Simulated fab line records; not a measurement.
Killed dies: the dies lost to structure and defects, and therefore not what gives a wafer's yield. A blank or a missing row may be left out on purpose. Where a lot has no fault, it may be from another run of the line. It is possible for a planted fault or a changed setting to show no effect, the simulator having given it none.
Problem report, 8D (eight disciplines) form, completed by code || flow berkeley_cmos170 || the parts of the form that need people (team, actions taken, sign-off) are left out

## 1. PROBLEM STATEMENT
Wafers without a fault read 1.010 a.u., standard deviation 0.016; oes_product_au at UCB170_M1_ETCH_11 reads a mean of 1.281 a.u. on 9 wafers belonging to 3 lots. Measured from the usual mean, that is +17 standard deviations.
The step: etches BARC in N2/H2.
First observed at day 8 20:49: wafer L505.2, on rie_diel-02. The record holds 21 wafers of 7 lots with a number at this step. The rule behind "out" and "out of limits": a value lying over 4 standard deviations away from the usual mean. All remaining wafers that have a number are taken as sound.

## 2. WHAT IT IS, WHAT IT ISN'T
{"question": "which readings at this step", "is": "oes_product_au", "is not": "drypump_motor_current_A, throttle_valve_pct"}
{"question": "which lots", "is": "L505, L508, L510", "is not": "L503, L514, L516, L518"}
{"question": "which wafers of those lots", "is": "all that have a number", "is not": "-"}
{"question": "read on which tools", "is": "rie_diel-02", "is not": "rie_diel-01"}
{"question": "when", "is": "from day 8 20:49", "is not": "up to then (3 sound wafers); but 9 sound wafers of L514, L516, L518 came after"}

## 3. WHAT RULES OUT EACH SUSPECT
Counting: a tool at any process step up to the reading remains a suspect when it ran all the lots that are out and ran no sound lot after the first of those.
- rie_diel-02 at UCB170_M1_ETCH_11 (etches BARC in N2/H2): kept. It ran every lot that is out, first L505 (day 8 20:49), and no sound lot after that; its last sound lot up to then is L503 (day 8 03:37). On those wafers its own readings are out: oes_product_au.
Remaining after the count: rie_diel-02 at UCB170_M1_ETCH_11.

## 4. THE CAUSE (what the simulator had put in)
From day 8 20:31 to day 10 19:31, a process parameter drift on rie_diel-02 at UCB170_M1_ETCH_11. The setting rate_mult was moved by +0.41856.
This tool alone remained once counting was done.

## 5. THE CHAIN OF EFFECTS, in route order
Each row: a reading whose mean over the struck wafers that have a number lies more than 3 standard deviations from the usual. Scope: only readings with a usual standard deviation given in the record; hours: median across lots of the time from each lot's start at the first step in this table that gives one to its start at this step; sigmas: change in usual standard deviations.
{"hours": 0, "step": "UCB170_M1_ETCH_11", "reading": "oes_product_au", "usual": "1.010 a.u.", "on struck wafers": 1.281, "change": "+0.271", "sigmas": "+17"}
Here are the process steps it includes:
- UCB170_M1_ETCH_11: etches BARC in N2/H2.

## 6. WHAT WOULD HAVE CAUGHT IT SOONER
First out-of-limits reading in this record: day 8 20:49, which is 0 hours after fault onset at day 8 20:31.
